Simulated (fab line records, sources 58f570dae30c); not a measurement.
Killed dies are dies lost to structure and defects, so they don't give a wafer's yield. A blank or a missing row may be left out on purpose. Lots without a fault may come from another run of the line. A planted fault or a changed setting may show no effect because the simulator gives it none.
Which tool did it? | flow berkeley_cmos170 | 14 lots, 42 wafers sampled, at 7 steps of a route of 331

WHAT THE GAUGES READ, wafer by wafer
UCB170_SPACER_THK_MEAS_01.
lot  | measured     | on            | SPACER_TEOS_THK (nm)
L964 | day 7 11:25  | film_metro-02 | 377 382 379
L965 | day 7 11:50  | film_metro-01 | 373 372 375
L967 | day 8 00:28  | film_metro-02 | 371 379 379
L968 | day 8 01:47  | film_metro-04 | 375 381 380
L969 | day 8 15:28  | film_metro-02 | 377 372 376
L972 | day 8 21:31  | film_metro-01 | 373 371 372
L971 | day 8 23:36  | film_metro-02 | 380 377 379
L970 | day 8 23:35  | film_metro-04 | 373 380 380
L975 | day 9 10:41  | film_metro-02 | 365 378 377
L973 | day 9 11:18  | film_metro-04 | 383 383 390
L974 | day 9 11:29  | film_metro-04 | 376 383 384
L978 | day 10 07:49 | film_metro-02 | 373 380 374
L985 | day 11 16:11 | film_metro-01 | 373 380 380
L987 | day 11 23:47 | film_metro-04 | 380 386 382

UCB170_NSD_TW_MEAS_10.
lot  | measured     | on            | NSD_TW
L964 | day 8 01:43  | film_metro-02 | 4230 4200 4188
L965 | day 8 01:35  | film_metro-02 | 4230 4220 4206
L967 | day 8 10:31  | film_metro-02 | 4214 4226 4190
L968 | day 8 10:15  | film_metro-02 | 4207 4188 4192
L969 | day 9 03:17  | film_metro-04 | 4124 4134 4171
L972 | day 9 09:07  | film_metro-04 | 4146 4131 4162
L971 | day 9 08:32  | film_metro-04 | 4137 4161 4164
L970 | day 9 09:04  | film_metro-04 | 4167 4160 4133
L975 | day 9 19:32  | film_metro-04 | 4141 4125 4150
L973 | day 9 19:57  | film_metro-02 | 4259 4239 4258
L974 | day 9 20:10  | film_metro-04 | 4164 4144 4159
L978 | day 10 14:34 | film_metro-02 | 4214 4215 4217
L985 | day 12 00:41 | film_metro-03 | 4199 4177 4177
L987 | day 12 14:08 | film_metro-03 | 4195 4170 4171

UCB170_SDANNEAL_RS_MEAS_02: measures by four-point-probe.
lot  | measured     | on            | PSD_RS (ohm/sq)
L964 | day 8 03:24  | film_metro-02 | 75.63 75.39 75.69
L965 | day 8 02:50  | film_metro-02 | 75.05 75.08 74.85
L967 | day 8 11:50  | film_metro-02 | 75.73 75.30 75.53
L968 | day 8 11:32  | film_metro-04 | 75.66 75.69 75.78
L969 | day 9 05:49  | film_metro-04 | 75.54 76.15 75.79
L972 | day 9 11:05  | film_metro-02 | 75.65 75.49 75.68
L971 | day 9 10:05  | film_metro-02 | 75.63 75.69 75.63
L970 | day 9 10:34  | film_metro-04 | 75.53 75.34 75.63
L975 | day 9 20:43  | film_metro-04 | 65.56 65.57 65.46
L973 | day 9 23:53  | film_metro-02 | 65.55 65.63 65.32
L974 | day 9 23:52  | film_metro-04 | 74.97 75.11 75.39
L978 | day 10 15:41 | film_metro-03 | 76.17 76.03 76.37
L985 | day 12 01:49 | film_metro-04 | 75.74 75.75 75.55
L987 | day 12 15:14 | film_metro-04 | 75.21 75.68 75.42

UCB170_SDANNEAL_RS_MEAS_03: measures by four-point-probe.
lot  | measured     | on            | NSD_RS (ohm/sq)
L964 | day 8 03:31  | film_metro-02 | 37.42 37.29 37.34
L965 | day 8 02:57  | film_metro-02 | 37.23 37.14 37.09
L967 | day 8 11:57  | film_metro-02 | 37.27 37.19 37.15
L968 | day 8 11:39  | film_metro-04 | 37.33 37.34 37.24
L969 | day 9 05:56  | film_metro-04 | 37.18 37.12 37.07
L972 | day 9 11:13  | film_metro-02 | 37.27 37.37 37.33
L971 | day 9 10:12  | film_metro-02 | 37.31 37.26 37.27
L970 | day 9 10:41  | film_metro-04 | 37.28 37.26 37.13
L975 | day 9 20:50  | film_metro-04 | 35.71 35.77 35.67
L973 | day 10 00:00 | film_metro-02 | 35.64 35.66 35.63
L974 | day 9 23:59  | film_metro-04 | 37.12 37.29 37.22
L978 | day 10 15:48 | film_metro-03 | 37.28 37.23 37.25
L985 | day 12 01:56 | film_metro-04 | 37.39 37.30 37.28
L987 | day 12 15:22 | film_metro-04 | 37.25 37.20 37.28

UCB170_SDANNEAL_RS_MEAS_04: measures by four-point-probe.
lot  | measured     | on            | PLDD_RS (ohm/sq)
L964 | day 8 03:38  | film_metro-02 | 1027.5 1029.5 1031.6
L965 | day 8 03:04  | film_metro-02 | 1030.3 1034.2 1036.2
L967 | day 8 12:04  | film_metro-02 | 1026.3 1027.3 1026.5
L968 | day 8 11:46  | film_metro-04 | 1031.6 1031.4 1025.5
L969 | day 9 06:03  | film_metro-04 | 1031.5 1029.7 1031.6
L972 | day 9 11:20  | film_metro-02 | 1027.7 1029.4 1032.8
L971 | day 9 10:19  | film_metro-02 | 1036.7 1033.2 1036.3
L970 | day 9 10:48  | film_metro-04 | 1026.6 1027.9 1027.8
L975 | day 9 20:58  | film_metro-04 | 1008.4 1009.0 1007.9
L973 | day 10 00:07 | film_metro-02 | 1013.9 1014.5 1011.4
L974 | day 10 00:06 | film_metro-04 | 1030.7 1029.4 1026.8
L978 | day 10 15:55 | film_metro-03 | 1032.7 1031.6 1031.7
L985 | day 12 02:03 | film_metro-04 | 1029.1 1030.6 1027.9
L987 | day 12 15:29 | film_metro-04 | 1031.2 1026.9 1029.9

WHICH TOOL RAN EACH LOT (tool, then ch and the chambers of the sampled wafers, then the start)
lot  | UCB170_PVT_STRIP_08                  | UCB170_SDANNEAL_RTA_01
L964 | plasma_asher-01 ch 0, day 6 18:02    | rtp_anneal-02 ch 0, day 8 03:20
L965 | plasma_asher-01 ch 0,1, day 6 18:25  | rtp_anneal-02 ch 0, day 8 02:46
L967 | plasma_asher-01 ch 0,1, day 7 04:32  | rtp_anneal-02 ch 0, day 8 11:36
L968 | plasma_asher-01 ch 0,1, day 7 04:51  | rtp_anneal-01 ch 0, day 8 11:27
L969 | plasma_asher-03 ch 0, day 7 20:41    | rtp_anneal-02 ch 0, day 9 05:44
L972 | plasma_asher-04 ch 0,1, day 8 02:05  | rtp_anneal-02 ch 0, day 9 10:52
L971 | plasma_asher-04 ch 0,1, day 8 02:45  | rtp_anneal-02 ch 0, day 9 10:00
L970 | plasma_asher-03 ch 0,1, day 8 02:50  | rtp_anneal-02 ch 0, day 9 10:27
L975 | plasma_asher-03 ch 0,1, day 8 14:35  | rtp_anneal-02 ch 0, day 9 20:40
L973 | plasma_asher-03 ch 0,1, day 8 14:51  | rtp_anneal-02 ch 0, day 9 23:49
L974 | plasma_asher-01 ch 0,1, day 8 14:52  | rtp_anneal-01 ch 0, day 9 23:48
L978 | plasma_asher-04 ch 0, day 9 09:37    | rtp_anneal-01 ch 0, day 10 15:37
L985 | plasma_asher-04 ch 0,1, day 10 22:10 | rtp_anneal-01 ch 0, day 12 01:45
L987 | plasma_asher-03 ch 0,1, day 11 03:11 | rtp_anneal-02 ch 0, day 12 15:10
- UCB170_PVT_STRIP_08: strips in O2.
- UCB170_SDANNEAL_RTA_01: time 5 s.

WHAT THE TOOLS THEMSELVES READ (means of the sampled wafers that have a number; where no wafer has one, the mark that the record gives instead)
UCB170_PVT_STRIP_08.
lot  | tool            | drypump_motor_current_A (A) | o2_flow_sccm (sccm) | oes_product_au (a.u.) | strip_time_to_endpoint_s (s)
L964 | plasma_asher-01 | 6.1                         | 400.2               | 0.736                 | 21.67
L965 | plasma_asher-01 | 5.9                         | 400.2               | 0.732                 | 21.59
L967 | plasma_asher-01 | 5.8                         | 399.6               | 0.735                 | 21.70
L968 | plasma_asher-01 | 5.7                         | 400.1               | 0.738                 | 21.70
L969 | plasma_asher-03 | 5.3                         | 401.1               | 0.734                 | 21.72
L972 | plasma_asher-04 | 5.4                         | 400.5               | 0.735                 | 21.73
L971 | plasma_asher-04 | 5.3                         | 399.5               | 0.737                 | 21.62
L970 | plasma_asher-03 | 5.5                         | 399.9               | 0.731                 | 21.66
L975 | plasma_asher-03 | 5.6                         | 400.8               | 0.734                 | 21.59
L973 | plasma_asher-03 | 5.5                         | 399.2               | 0.735                 | 21.58
L974 | plasma_asher-01 | 5.9                         | 399.3               | 0.736                 | 21.70
L978 | plasma_asher-04 | 5.3                         | 400.7               | 0.738                 | 21.68
L985 | plasma_asher-04 | 5.3                         | 399.2               | 0.735                 | 21.63
L987 | plasma_asher-03 | 5.7                         | 400.3               | 0.733                 | 21.69

UCB170_SDANNEAL_RTA_01.
lot  | tool          | lamp_power_pct (%) | wafer_temp_C_max
L964 | rtp_anneal-02 | 46                 | 1055.3
L965 | rtp_anneal-02 | 46                 | 1055.1
L967 | rtp_anneal-02 | 46                 | 1055.7
L968 | rtp_anneal-01 | 39                 | 1053.4
L969 | rtp_anneal-02 | 46                 | 1055.7
L972 | rtp_anneal-02 | 46                 | 1054.7
L971 | rtp_anneal-02 | 46                 | 1056.0
L970 | rtp_anneal-02 | 46                 | 1056.0
L975 | rtp_anneal-02 | 49                 | 1080.2
L973 | rtp_anneal-02 | 49                 | 1079.6
L974 | rtp_anneal-01 | 39                 | 1053.1
L978 | rtp_anneal-01 | 39                 | 1052.4
L985 | rtp_anneal-01 | 39                 | 1052.8
L987 | rtp_anneal-02 | 46                 | 1055.1

THE ANSWER, worked out from the rows above alone
Rule: what is usual is taken from the lots themselves. Put in order of their means at a reading, lots are off if they are a third of the lots or fewer, leave a main group of 4 or more, and stand apart from it by a gap of 3 or more times the standard deviation of the main group's means; of several such gaps the widest counts. A main group whose means are all the same, to the digits that the tables above print for the reading, isn't used. A lot without any number at a reading at which 4 lots or more have one is off too. The other lots that the step has rows for count as sound. The gauges are gone through in route order, then the tools' own readings, and for those a lot's mean is taken as printed above. The first step at which some lot is off is used, and at that step the reading that is off furthest; a lot without a number counts as furthest.
Off: L975, L973, at UCB170_SDANNEAL_RS_MEAS_02 (PSD_RS). The main group: mean 75.57 ohm/sq, standard deviation 0.29.
A tool fits if, at a process step before that reading, it ran every lot that is off, and no sound lot after the first of them. The gauges at UCB170_SDANNEAL_RS_MEAS_02 aren't tried: what is off there is off at UCB170_SDANNEAL_RTA_01 too, on other tools, and a gauge's error can't cause that. None of those tried fits.

WHAT THE SIMULATOR HAD PUT IN
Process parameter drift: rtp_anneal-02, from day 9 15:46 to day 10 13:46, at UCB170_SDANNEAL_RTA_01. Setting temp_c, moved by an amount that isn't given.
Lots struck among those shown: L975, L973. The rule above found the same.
